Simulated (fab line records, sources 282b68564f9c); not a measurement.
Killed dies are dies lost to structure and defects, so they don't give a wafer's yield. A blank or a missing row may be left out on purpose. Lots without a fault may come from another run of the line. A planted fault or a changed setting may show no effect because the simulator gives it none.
One fault seen from 2 desks | flow rit_cmos | each desk has only its own numbers; what lay behind them comes last

THE METROLOGY DESK
What the gauges read, lot by lot, whatever tool the lot ran on: means of the sampled wafers that have a number. A lot is out of limits, marked OUT, if its mean lies more than 4 standard deviations from the usual mean; the brackets give that distance. Of its 14 readings 7 are shown: those that lie furthest out on some lot.
Columns: A = PSD_RS at RIT_SDANNEAL_RS_MEAS_04, usual 116.0 ohm/sq; B = NSD_RS at RIT_SDANNEAL_RS_MEAS_05, usual 84.49 ohm/sq; C = PLDD_RS at RIT_SDANNEAL_RS_MEAS_06, usual 178.4 ohm/sq; D = NLDD_RS at RIT_SDANNEAL_RS_MEAS_07, usual 151.5 ohm/sq; E = SILICIDE_TI_RS at RIT_SILICIDE_RS_MEAS_02, usual 52.6 ohm/sq; F = cd_nm at RIT_M1_CD_MEAS_09, usual 2599.6 nm; G = M1_OVL at RIT_M1_OVL_MEAS_10, usual 0.4 nm
lot  | first seen here | A     | B     | C     | D     | E    | F      | G
L244 | day 3 07:09     | 116.3 | 84.77 | 178.2 | 151.5 | 53.3 | 2599.6 | 1.1
L249 | day 4 03:42     | 116.3 | 85.08 | 178.5 | 152.9 | 51.6 | 2601.1 | 1.2
L254 | day 5 03:53     | 115.4 | 84.08 | 177.5 | 151.5 | 53.8 | 2603.0 | 1.1
L256 | day 5 12:49     | 115.5 | 84.67 | 177.9 | 151.8 | 53.6 | 2600.2 | 0.1
L263 | day 7 01:07     | 116.3 | 84.38 | 178.9 | 151.6 | 52.4 | 2597.0 | -2.5
L267 | day 7 19:39     | 116.0 | 84.48 | 178.6 | 150.7 | 53.4 | 2601.5 | 0.3
This desk's finding: nothing out of limits on any of the 6 lots.

THE TOOL OWNER'S DESK: rtp_anneal-02
The tool's own readings at RIT_SILICIDE_RTA_06 (time 10 s, ramp up 5 s, ramp down 10 s): means of the sampled wafers that have a number, for each lot that ran on this tool. A lot is out of limits, marked OUT, if its mean lies more than 4 standard deviations from the usual mean; the brackets give that distance.
Columns: A = wafer_temp_C_max at RIT_SILICIDE_RTA_06, usual 752.8
lot  | first seen here | A
L244 | day 3 08:05     | 752.9
L254 | day 5 04:48     | 754.0
L256 | day 5 13:44     | 752.9
L267 | day 8 02:50     | 752.8
This desk's finding: nothing out of limits on any of the 4 lots.

PUT TOGETHER
The metrology desk saw nothing out of limits.
The tool owner's desk saw nothing out of limits.

WHAT THE SIMULATOR HAD PUT IN
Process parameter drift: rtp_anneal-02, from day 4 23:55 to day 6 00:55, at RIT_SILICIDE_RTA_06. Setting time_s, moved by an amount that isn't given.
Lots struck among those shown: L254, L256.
